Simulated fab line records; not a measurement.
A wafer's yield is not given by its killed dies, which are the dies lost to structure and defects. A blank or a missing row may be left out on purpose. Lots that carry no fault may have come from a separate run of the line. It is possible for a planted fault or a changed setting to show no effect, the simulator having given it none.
fab line records	flow berkeley-cmos170
record lots=5	wafers=23
route steps=331 shown NWELL@28 PWELL@39 ACTIVE@68 PFIELD@86 NVT@111 NLDD@162 PSD@183
start-h: hours from the record's first day to the start of the lot's first wafer shown	wait-h: hours from the lot's prior step to this one	" as in the row above	L1.1+2: a single row standing in for several wafers	- value missing, or start not given	* or withheld: withheld	< > ~ a bound
route shown NAME@n: a module of which the file shows steps, and the number in the route of the first	usual: mean/standard deviation taken from wafers without a fault	same: alike in all rows	chamber/n: place in a boat	sites: per-site readings	_std_site: the standard deviation of these	_edge_site: inner sites' mean taken away from outer sites' mean	radius-mm: how far each site lies from the wafer's centre	mask NAME#n: copy n	behind: the most recent tool/chamber to have shaped the wafer	hold: why the lot was held/for how many hours/how that ended	device: whichever transistor did not switch (one of n, p or np)	end of line: the route-end tests of the same wafers	a step given without rows: its recipe and nothing more	killed: count of dies lost to structure and defects at first sort (not the wafer's yield)	map: the dies of a wafer, with x for killed, . for not killed, _ for no die there
set.NAME: the run value of the setting; set.NAME@STEP: its run value at that earlier step	model.NAME: the simulator's own value behind a step, which no gauge read
lots whose settings were changed on purpose; a table a step, a row a wafer
## steps
# step UCB170_NWELL_IMPLANT_14
# recipe species=P	dose-cm2=1e+13	energy-kev=150	tilt-deg=7
lot.wafer	tool	chamber	start-h	wait-h	set.energy-kev	model.implant.rp-nm	model.implant.drp-nm
L075.2+5+6	implanter-03	0	45.09	0.1	150	183.8	62.72
L076.1+2+3+5+6	implanter-04	0	45.18	0.1	150	185.2	62.72
L081.1+3+4+5+6	implanter-03	0	67.18	0.1	150	185.4	62.72
L083.1+3	implanter-04	0	77.50	0.1	150	189.9	62.72
L083.2+4+6	"	0	"	"	142.7	180.2	60.32
L084.2+3+6	implanter-04	0	85.99	0.1	153.8	192.4	63.92
L084.4+5	"	0	"	"	150	187.5	62.72
# step UCB170_PWELL_CVD_05
# recipe material=Si3N4	target-thk-nm=220	temp-c=800	precursor=SiH2Cl2/NH3	time-s=3300	pressure-mtorr=200	sih2cl2-flow-sccm=25	nh3-flow-sccm=75
lot.wafer	tool	chamber	start-h	wait-h	set.pressure-mtorr	model.Si3N4_of_PWELL_CVD_05.thk-nm
L075.2	lpcvd-01	1	59.55	1.2	200	218.7
L075.5	"	1	"	"	200	217.7
L075.6	"	1	"	"	200	220.5
L076.1	-	-	-	1.2	172	210.6
L076.2	"	-	"	"	172	210.8
L076.3	"	-	"	"	172	212.6
L076.5	"	-	"	"	172	212.7
L076.6	"	-	"	"	172	212.5
L081.1	-	-	-	1.1	184.2	215.2
L081.3	"	-	"	"	184.2	214.4
L081.4	"	-	"	"	184.2	215.9
L081.5	"	-	"	"	184.2	215.3
L081.6	"	-	"	"	184.2	215.6
L083.1	-	-	-	0.0	213.6	223.1
L083.2+4	"	-	"	"	213.6	224.3
L083.3	"	-	"	"	213.6	222.6
L083.6	"	-	"	"	213.6	224.8
L084.2	-	-	-	0.0	221.4	227.1
L084.3	"	-	"	"	221.4	226.6
L084.4	"	-	"	"	221.4	224.7
L084.5	"	-	"	"	221.4	225.8
L084.6	"	-	"	"	221.4	225.6
# step UCB170_PWELL_THK_MEAS_06
# recipe reads=Si3N4_of_PWELL_CVD_05
# usual PWELL_NITRIDE_THK=219.2/2
lot.wafer	tool	chamber	start-h	wait-h	set.pressure-mtorr@PWELL_CVD_05	PWELL_NITRIDE_THK[nm]
L076.1	film-metro-03	-	-	-	172	210.8
L076.2	"	-	"	"	172	210.7
L076.3	"	-	"	"	172	212.7
L076.5	"	-	"	"	172	212.6
L076.6	"	-	"	"	172	212.5
L075.2	film-metro-04	-	61.47	0.0	200	218.7
L075.5	"	-	"	"	200	217.8
L075.6	"	-	"	"	200	220.3
L081.1	film-metro-02	-	-	-	184.2	215.1
L081.3	"	-	"	"	184.2	214.2
L081.4	"	-	"	"	184.2	216.0
L081.5	"	-	"	"	184.2	215.4
L081.6	"	-	"	"	184.2	215.7
L083.1	film-metro-04	-	-	-	213.6	223.0
L083.2	"	-	"	"	213.6	224.4
L083.3	"	-	"	"	213.6	222.7
L083.4	"	-	"	"	213.6	224.2
L083.6	"	-	"	"	213.6	224.8
L084.2	film-metro-02	-	-	-	221.4	226.9
L084.3	"	-	"	"	221.4	226.6
L084.4	"	-	"	"	221.4	224.7
L084.5	"	-	"	"	221.4	225.7
L084.6	"	-	"	"	221.4	225.7
# step UCB170_PWELL_HMDS_07
# recipe prime-time-s=60	prime-temp-c=100
# step UCB170_PWELL_COAT_08
# recipe resist=KrF	spin-rpm=1500	resist-thk-nm=900
# step UCB170_PWELL_DEVELOP_12
# recipe developer=TMAH	develop-time-s=45	resist=KrF	dev-temp-c=21
# step UCB170_PWELL_ETCH_14
# recipe chemistry=CH3F/Ar/O2	target=Si3N4	stop-on=SiO2	CH3F_flow_sccm=20	Ar_flow_sccm=50	O2_flow_sccm=7	pressure-mtorr=50	rf-w=450	target-depth-a=2420	over-etch-frac=0.1	time-s=151
lot.wafer	tool	chamber	start-h	wait-h	set.pressure-mtorr@PWELL_CVD_05	model.etch.depth-nm
L075.2	rie-diel-01	1	62.73	0.0	200	218.7
L075.5	"	2	"	"	200	217.7
L075.6	"	1	"	"	200	220.5
L076.1	rie-diel-03	1	64.01	0.0	172	210.6
L076.2	"	0	"	"	172	210.8
L076.3	"	3	"	"	172	212.6
L076.5	"	3	"	"	172	212.7
L076.6	"	2	"	"	172	212.5
L081.1	rie-diel-03	3	90.36	0.0	184.2	215.2
L081.3	"	0	"	"	184.2	214.4
L081.4	"	2	"	"	184.2	215.9
L081.5	"	2	"	"	184.2	215.3
L081.6	"	3	"	"	184.2	215.6
L083.1	rie-diel-04	2	99.33	0.0	213.6	223.1
L083.2+4	"	3,2	"	"	213.6	224.3
L083.3	"	0	"	"	213.6	222.6
L083.6	"	0	"	"	213.6	224.8
L084.2	rie-diel-04	1	103.50	0.0	221.4	227.1
L084.3	"	0	"	"	221.4	226.6
L084.4	"	2	"	"	221.4	224.7
L084.5	"	3	"	"	221.4	225.8
L084.6	"	0	"	"	221.4	225.6
# step UCB170_ACTIVE_COAT_08
# recipe resist=KrF	spin-rpm=1500	resist-thk-nm=900
lot.wafer	tool	chamber	start-h	wait-h	set.resist-thk-nm	model.KrF_of_ACTIVE_COAT_08.thk-nm
L075.2	litho-track-03	0	94.78	0.1	900	903.1
L075.5	"	0	"	"	900	903
L075.6	"	0	"	"	900	899.6
L076.1	litho-track-02	0	99.45	0.1	900	903.7
L076.2	"	0	"	"	900	903.6
L076.3	"	0	"	"	900	905.1
L076.5	"	0	"	"	927.6	932.3
L076.6	"	0	"	"	927.6	929.9
L081.1	litho-track-02	0	122.56	0.1	879.5	879.2
L081.3	"	0	"	"	879.5	879.9
L081.4	"	0	"	"	900	902.9
L081.5	"	0	"	"	900	902.4
L081.6	"	0	"	"	879.5	882.1
L084.2	litho-track-01	0	132.04	0.1	900	900.9
L084.3	"	0	"	"	900	896.5
L084.4	"	0	"	"	873.9	871.7
L084.5	"	0	"	"	873.9	873.8
L084.6	"	0	"	"	873.9	876.2
L083.1	litho-track-02	0	132.18	0.1	919.1	919.9
L083.2	"	0	"	"	900	898.3
L083.3	"	0	"	"	900	896.4
L083.4	"	0	"	"	919.1	916.7
L083.6	"	0	"	"	919.1	918.5
# step UCB170_ACTIVE_EXPOSE_10
# recipe mask-id=ACTIVE	target-cd-nm=1200	na=0.5	sigma-outer=0.6	source-shape=conventional	dose-mj=20
lot.wafer	tool	chamber	start-h	wait-h	mask	set.dose-mj
L075.2+5+6	krf-scanner-01	0	95.07	0.1	ACTIVE#0	20
L076.1+2+3+5+6	krf-scanner-02	0	99.87	0.2	ACTIVE#0	20
L081.1+4+5	krf-scanner-01	0	122.99	0.2	ACTIVE#0	20
L081.3+6	"	0	"	"	ACTIVE#0	18.59
L084.2+5+6	krf-scanner-02	0	132.33	0.1	ACTIVE#0	20
L084.3+4	"	0	"	"	ACTIVE#0	20.75
L083.1+3+4	krf-scanner-01	0	132.61	0.2	ACTIVE#0	20
L083.2+6	"	0	"	"	ACTIVE#0	20.46
# step UCB170_ACTIVE_PEB_11
# recipe peb-temp-c=130	peb-time-s=withheld	resist=KrF
# step UCB170_ACTIVE_DEVELOP_12
# recipe developer=TMAH	develop-time-s=45	resist=KrF	dev-temp-c=21
# step UCB170_ACTIVE_CD_MEAS_13
# recipe target-cd-nm=1200
# usual cd-nm=1199.1/1.3
lot.wafer	tool	chamber	start-h	wait-h	set.dose-mj@ACTIVE_EXPOSE_10	cd-nm
L075.2	cd-sem-01	-	96.25	-	20	1198.0
L075.5	"	-	"	"	20	1198.9
L075.6	"	-	"	"	20	1196.7
L076.1	cd-sem-01	-	100.40	-	20	1198.2
L076.2	"	-	"	"	20	1197.7
L076.3	"	-	"	"	20	1198.5
L076.5	"	-	"	"	20	1198.8
L076.6	"	-	"	"	20	1198.3
L081.1	cd-sem-01	-	123.77	-	20	1196.3
L081.3	"	-	"	"	18.59	1210.6
L081.4	"	-	"	"	20	1198.3
L081.5	"	-	"	"	20	1199.0
L081.6	"	-	"	"	18.59	1211.1
L084.2	cd-sem-02	-	133.06	-	20	1198.2
L084.3	"	-	"	"	20.75	1191.1
L084.4	"	-	"	"	20.75	1190.7
L084.5	"	-	"	"	20	1195.4
L084.6	"	-	"	"	20	1196.4
L083.1	cd-sem-02	-	133.52	-	20	1199.9
L083.2	"	-	"	"	20.46	1194.8
L083.3	"	-	"	"	20	1198.9
L083.4	"	-	"	"	20	1201.3
L083.6	"	-	"	"	20.46	1196.3
# step UCB170_ACTIVE_ETCH_15
# recipe chemistry=CH3F/Ar/O2	target=Si3N4	stop-on=SiO2	CH3F_flow_sccm=20	Ar_flow_sccm=50	O2_flow_sccm=7	pressure-mtorr=50	rf-w=450	target-depth-a=2420	over-etch-frac=0.1	time-s=151
lot.wafer	tool	chamber	start-h	wait-h	set.resist-thk-nm@ACTIVE_COAT_08	set.dose-mj@ACTIVE_EXPOSE_10	model.KrF_of_ACTIVE_COAT_08.thk-nm	model.ACTIVE.cd-nm
L075.2	rie-diel-01	2	96.39	0.0	900	20	726.6	1198
L075.5	"	0	"	"	900	20	723.8	1199
L075.6	"	1	"	"	900	20	722.6	1197
L076.1	rie-diel-01	2	100.56	0.0	900	20	726.9	-
L076.2	"	0	"	"	900	20	721.7	-
L076.3	"	1	"	"	900	20	725.5	1198
L076.5	"	3	"	"	927.6	20	758.1	1199
L076.6	"	0	"	"	927.6	20	748	1198
L081.1	rie-diel-04	2	123.93	0.0	879.5	20	700.9	1196
L081.3	"	1	"	"	879.5	18.59	702.5	1210
L081.4	"	3	"	"	900	20	724	1198
L081.5	"	3	"	"	900	20	723.7	1199
L081.6	"	0	"	"	879.5	18.59	707.2	1211
L084.2	rie-diel-04	1	133.20	0.0	900	20	725.3	1199
L084.3	"	3	"	"	900	20.75	719.9	1191
L084.4	"	2	"	"	873.9	20.75	696.8	1191
L084.5	"	1	"	"	873.9	20	698.7	1195
L084.6	"	2	"	"	873.9	20	700.1	1197
L083.1	rie-diel-01	2	133.68	0.0	919.1	20	742.9	1200
L083.2	"	1	"	"	900	20.46	722.7	1195
L083.3	"	0	"	"	900	20	719.6	-
L083.4	"	0	"	"	919.1	20	739.7	1201
L083.6	"	2	"	"	919.1	20.46	742.9	1196
# step UCB170_ACTIVE_STRIP_16
# recipe chemistry=O2	power-w=400	pressure-mtorr=3500	platen-temp-c=withheld	o2-flow-sccm=400	overash-fraction=0.5
# usual strip-time-to-endpoint-s=18.07/0.073
lot.wafer	tool	chamber	start-h	wait-h	set.resist-thk-nm@ACTIVE_COAT_08	strip-time-to-endpoint-s
L075.2	plasma-asher-02	1	96.49	0.1	900	18.13
L075.5	"	1	"	"	900	18.07
L075.6	"	0	"	"	900	18.03
L076.1	plasma-asher-01	0	100.66	0.1	900	18.15
L076.2	"	1	"	"	900	18.01
L076.3	"	1	"	"	900	18.11
L076.5	"	1	"	"	927.6	18.88
L076.6	"	0	"	"	927.6	18.66
L081.1	plasma-asher-02	1	124.03	0.1	879.5	17.53
L081.3	"	1	"	"	879.5	17.57
L081.4	"	0	"	"	900	18.09
L081.5	"	1	"	"	900	18.08
L081.6	"	0	"	"	879.5	17.67
L084.2	plasma-asher-02	1	133.30	0.1	900	18.10
L084.3	"	1	"	"	900	17.99
L084.4	"	0	"	"	873.9	17.43
L084.5	"	0	"	"	873.9	17.48
L084.6	"	1	"	"	873.9	17.50
L083.1	plasma-asher-01	0	133.78	0.1	919.1	18.52
L083.2	"	1	"	"	900	18.05
L083.3	"	1	"	"	900	17.97
L083.4	"	0	"	"	919.1	18.44
L083.6	"	0	"	"	919.1	18.52
# step UCB170_ACTIVE_CD_MEAS_90
# recipe target-cd-nm=1200
# usual cd-nm=1199.2/1.3
lot.wafer	tool	chamber	start-h	wait-h	set.dose-mj@ACTIVE_EXPOSE_10	cd-nm
L075.2	cd-sem-02	-	96.61	0.1	20	1198.1
L075.5	"	-	"	"	20	1199.0
L075.6	"	-	"	"	20	1197.6
L076.1	cd-sem-01	-	100.76	0.1	20	1198.1
L076.2	"	-	"	"	20	1197.8
L076.3	"	-	"	"	20	1198.0
L076.5	"	-	"	"	20	1198.9
L076.6	"	-	"	"	20	1198.5
L081.1	cd-sem-01	-	124.13	0.1	20	1196.1
L081.3	"	-	"	"	18.59	1210.7
L081.4	"	-	"	"	20	1198.4
L081.5	"	-	"	"	20	1198.9
L081.6	"	-	"	"	18.59	1210.8
L084.2	cd-sem-01	-	133.42	0.1	20	1198.6
L084.3	"	-	"	"	20.75	1190.9
L084.4	"	-	"	"	20.75	1190.9
L084.5	"	-	"	"	20	1195.3
L084.6	"	-	"	"	20	1196.9
L083.1	cd-sem-01	-	133.89	0.1	20	1199.7
L083.2	"	-	"	"	20.46	1194.7
L083.3	"	-	"	"	20	1199.0
L083.4	"	-	"	"	20	1201.0
L083.6	"	-	"	"	20.46	1196.4
# step UCB170_PFIELD_IMPLANT_07
# recipe species=B	dose-cm2=2e+13	energy-kev=80	tilt-deg=7
lot.wafer	tool	chamber	start-h	wait-h	set.energy-kev	model.implant.rp-nm	model.implant.drp-nm
L075.2+5+6	implanter-04	0	99.90	0.0	80	271.8	74.86
L076.1+3+6	implanter-01	0	102.57	0.0	80	258.2	74.86
L076.2+5	"	0	"	"	84.6	270.5	76.83
L081.1+5	implanter-03	0	127.44	0.0	82.59	271.1	75.99
L081.3+4+6	"	0	"	"	80	264	74.86
L084.2+3+5	implanter-01	0	137.15	0.0	80	270.4	74.86
L084.4+6	"	0	"	"	75.66	258.8	72.84
L083.1+2+4	implanter-03	0	137.24	0.0	75.2	252.4	72.62
L083.3+6	"	0	"	"	80	265	74.86
# step UCB170_NVT_IMPLANT_07
# recipe species=BF2	dose-cm2=3e+12	energy-kev=50	tilt-deg=7
lot.wafer	tool	chamber	start-h	wait-h	set.dose-cm2
L075.2+5+6	implanter-02	0	129.63	0.0	3e+12
L076.1+2+3+5+6	implanter-04	0	129.97	0.0	3e+12
L081.1+4+6	implanter-02	0	159.05	0.0	2.803e+12
L081.3+5	"	0	"	"	3e+12
L084.2+5	implanter-02	0	170.34	0.0	3.172e+12
L084.3+4+6	"	0	"	"	3e+12
L083.1+3+6	implanter-04	0	170.56	0.0	2.925e+12
L083.2+4	"	0	"	"	3e+12
# step UCB170_NVT_STRIP_08
# recipe chemistry=O2	power-w=400	pressure-mtorr=3500	platen-temp-c=withheld	o2-flow-sccm=400	overash-fraction=0.5
# step UCB170_NVT_TW_MEAS_09
# usual NVT_TW=522/3.9
lot.wafer	tool	chamber	start-h	wait-h	set.dose-cm2@NVT_IMPLANT_07	NVT_TW
L075.2	film-metro-01	-	129.87	0.1	3e+12	518
L075.5	"	-	"	"	3e+12	519
L075.6	"	-	"	"	3e+12	520
L076.1	film-metro-04	-	130.22	0.1	3e+12	524
L076.2	"	-	"	"	3e+12	519
L076.3	"	-	"	"	3e+12	521
L076.5	"	-	"	"	3e+12	519
L076.6	"	-	"	"	3e+12	518
L081.1	film-metro-01	-	159.30	0.1	2.803e+12	508
L081.3	"	-	"	"	3e+12	517
L081.4	"	-	"	"	2.803e+12	507
L081.5	"	-	"	"	3e+12	520
L081.6	"	-	"	"	2.803e+12	505
L084.2	film-metro-01	-	170.58	0.1	3.172e+12	528
L084.3	"	-	"	"	3e+12	520
L084.4	"	-	"	"	3e+12	519
L084.5	"	-	"	"	3.172e+12	528
L084.6	"	-	"	"	3e+12	520
L083.1	film-metro-04	-	170.81	0.1	2.925e+12	521
L083.2	"	-	"	"	3e+12	526
L083.3	"	-	"	"	2.925e+12	520
L083.4	"	-	"	"	3e+12	525
L083.6	"	-	"	"	2.925e+12	521
# step UCB170_NLDD_PEB_04
# recipe peb-temp-c=130	peb-time-s=withheld	resist=KrF
lot.wafer	tool	chamber	start-h	wait-h	set.peb-temp-c
L075.2+5+6	litho-track-04	0	154.49	0.3	130
L076.1+3	litho-track-04	0	154.74	0.3	132.5
L076.2+5+6	"	0	"	"	130
L081.1+3+4+5+6	litho-track-02	0	183.57	0.1	130
L084.2+3+4	litho-track-01	0	189.40	0.3	127
L084.5+6	"	0	"	"	130
L083.1+3+4	litho-track-01	0	189.78	0.1	127.9
L083.2+6	"	0	"	"	130
# step UCB170_NLDD_DEVELOP_05
# recipe developer=TMAH	develop-time-s=45	resist=KrF	dev-temp-c=21
# step UCB170_NLDD_CD_MEAS_06
# recipe target-cd-nm=1200
# usual cd-nm=1199.9/1.1
lot.wafer	tool	chamber	start-h	wait-h	set.peb-temp-c@NLDD_PEB_04	cd-nm
L075.2	cd-sem-02	-	154.76	-	130	1200.8
L075.5	"	-	"	"	130	1198.3
L075.6	"	-	"	"	130	1201.0
L076.1	cd-sem-02	-	155.01	-	132.5	1213.7
L076.2	"	-	"	"	130	1198.5
L076.3	"	-	"	"	132.5	1213.2
L076.5	"	-	"	"	130	1198.8
L076.6	"	-	"	"	130	1198.0
L081.1	cd-sem-02	-	183.84	-	130	1199.8
L081.3	"	-	"	"	130	1199.1
L081.4	"	-	"	"	130	1199.1
L081.5	"	-	"	"	130	1199.6
L081.6	"	-	"	"	130	1200.5
L084.2	cd-sem-02	-	189.67	-	127	1177.5
L084.3	"	-	"	"	127	1177.7
L084.4	"	-	"	"	127	1178.0
L084.5	"	-	"	"	130	1200.5
L084.6	"	-	"	"	130	1200.7
L083.1	cd-sem-02	-	190.06	-	127.9	1185.1
L083.2	"	-	"	"	130	1201.5
L083.3	"	-	"	"	127.9	1184.6
L083.4	"	-	"	"	127.9	1185.3
L083.6	"	-	"	"	130	1200.9
# step UCB170_NLDD_IMPLANT_09
# recipe species=As	dose-cm2=5e+13	energy-kev=30	tilt-deg=7	rotation-deg=180
lot.wafer	tool	chamber	start-h	wait-h	set.dose-cm2
L075.2+5+6	implanter-03	0	155.07	0.1	5e+13
L076.1+5+6	implanter-04	0	155.32	0.1	5e+13
L076.2+3	"	0	"	"	4.807e+13
L081.1+3+4+5+6	implanter-03	0	184.15	0.1	5e+13
L084.2+4	implanter-03	0	189.98	0.1	4.755e+13
L084.3+5+6	"	0	"	"	5e+13
L083.1+2+3+4+6	implanter-04	0	190.36	0.1	5e+13
# step UCB170_PSD_IMPLANT_08
# recipe species=B	dose-cm2=3e+15	energy-kev=20	tilt-deg=7
lot.wafer	tool	chamber	start-h	wait-h	set.energy-kev	model.implant.rp-nm	model.implant.drp-nm
L076.1+2+6	implanter-02	0	162.36	0.0	19.54	62.34	27.88
L076.3+5	"	0	"	"	20	63.79	28.34
L075.2+5+6	implanter-01	0	162.71	0.0	20	65.86	28.34
L081.1+3+4+5+6	implanter-01	0	192.80	0.0	20	65.68	28.34
L084.2+3+6	implanter-01	0	202.06	0.0	21.06	68.27	29.54
L084.4+5	"	0	"	"	20	64.88	28.34
L083.1+4	implanter-04	0	202.25	0.0	20	65.18	28.34
L083.2+3+6	"	0	"	"	21.18	68.98	29.69
# step UCB170_PSD_STRIP_09
# recipe chemistry=O2	power-w=400	pressure-mtorr=3500	platen-temp-c=withheld	o2-flow-sccm=400	overash-fraction=0.5
# usual strip-time-to-endpoint-s=29.41/0.089
lot.wafer	tool	chamber	start-h	wait-h	set.energy-kev@PSD_IMPLANT_08	strip-time-to-endpoint-s
L076.1	plasma-asher-02	1	162.51	0.1	19.54	28.98
L076.2	"	0	"	"	19.54	29.04
L076.3	"	1	"	"	20	29.29
L076.5	"	0	"	"	20	29.28
L076.6	"	1	"	"	19.54	29.06
L075.2	plasma-asher-03	0	162.83	0.1	20	29.33
L075.5	"	1	"	"	20	29.34
L075.6	"	0	"	"	20	29.38
L081.1	plasma-asher-04	1	192.95	0.1	20	29.50
L081.3	"	1	"	"	20	29.44
L081.4	"	0	"	"	20	29.52
L081.5	"	0	"	"	20	29.49
L081.6	"	1	"	"	20	29.53
L084.2	plasma-asher-02	1	202.19	0.1	21.06	30.04
L084.3	"	1	"	"	21.06	30.07
L084.4	"	0	"	"	20	29.52
L084.5	"	1	"	"	20	29.54
L084.6	"	0	"	"	21.06	29.94
L083.1	plasma-asher-03	0	202.40	0.1	20	29.34
L083.2	"	1	"	"	21.18	29.89
L083.3	"	1	"	"	21.18	29.91
L083.4	"	0	"	"	20	29.39
L083.6	"	1	"	"	21.18	29.89
## key
split step=UCB170_NWELL_IMPLANT_14	setting=energy-kev	stated=150	by=wafer
response step=UCB170_NWELL_IMPLANT_14	reading=model.implant.rp-nm	change=+1.97	per=1%	r=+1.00
response step=UCB170_NWELL_IMPLANT_14	reading=model.implant.drp-nm	change=+0.489	per=1%	r=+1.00
split step=UCB170_PWELL_CVD_05	setting=pressure-mtorr	stated=200	by=lot
response step=UCB170_PWELL_CVD_05	reading=model.Si3N4_of_PWELL_CVD_05.thk-nm	change=+0.574	per=1%	r=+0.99
response step=UCB170_PWELL_THK_MEAS_06	reading=PWELL_NITRIDE_THK	change=+0.571	per=1%	r=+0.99
response step=UCB170_PWELL_ETCH_14	reading=model.etch.depth-nm	change=+0.574	per=1%	r=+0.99
split step=UCB170_ACTIVE_COAT_08	setting=resist-thk-nm	stated=900	by=wafer
response step=UCB170_ACTIVE_COAT_08	reading=model.KrF_of_ACTIVE_COAT_08.thk-nm	change=+9.08	per=1%	r=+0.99
response step=UCB170_ACTIVE_ETCH_15	reading=model.KrF_of_ACTIVE_COAT_08.thk-nm	change=+8.98	per=1%	r=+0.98
response step=UCB170_ACTIVE_STRIP_16	reading=strip-time-to-endpoint-s	change=*	per=1%	r=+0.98
split step=UCB170_ACTIVE_EXPOSE_10	setting=dose-mj	stated=20	by=wafer
response step=UCB170_ACTIVE_CD_MEAS_13	reading=cd-nm	change=-1.79	per=1%	r=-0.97
response step=UCB170_ACTIVE_ETCH_15	reading=model.ACTIVE.cd-nm	change=-1.79	per=1%	r=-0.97
response step=UCB170_ACTIVE_CD_MEAS_90	reading=cd-nm	change=-1.79	per=1%	r=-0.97
split step=UCB170_PFIELD_IMPLANT_07	setting=energy-kev	stated=80	by=wafer
response step=UCB170_PFIELD_IMPLANT_07	reading=model.implant.rp-nm	change=+2.13	per=1%	r=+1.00
response step=UCB170_PFIELD_IMPLANT_07	reading=model.implant.drp-nm	change=+0.361	per=1%	r=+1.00
split step=UCB170_NVT_IMPLANT_07	setting=dose-cm2	stated=3e+12	by=wafer
response step=UCB170_NVT_TW_MEAS_09	reading=NVT_TW	change=+1.67	per=1%	r=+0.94
split step=UCB170_NLDD_PEB_04	setting=peb-temp-c	stated=130	by=wafer
response step=UCB170_NLDD_CD_MEAS_06	reading=cd-nm	change=+9.27	per=1%	r=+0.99
split step=UCB170_NLDD_IMPLANT_09	setting=dose-cm2	stated=5e+13	by=wafer
response none in this file
split step=UCB170_PSD_IMPLANT_08	setting=energy-kev	stated=20	by=wafer
response step=UCB170_PSD_IMPLANT_08	reading=model.implant.rp-nm	change=+0.642	per=1%	r=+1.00
response step=UCB170_PSD_IMPLANT_08	reading=model.implant.drp-nm	change=+0.226	per=1%	r=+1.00
response step=UCB170_PSD_STRIP_09	reading=strip-time-to-endpoint-s	change=*	per=1%	r=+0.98
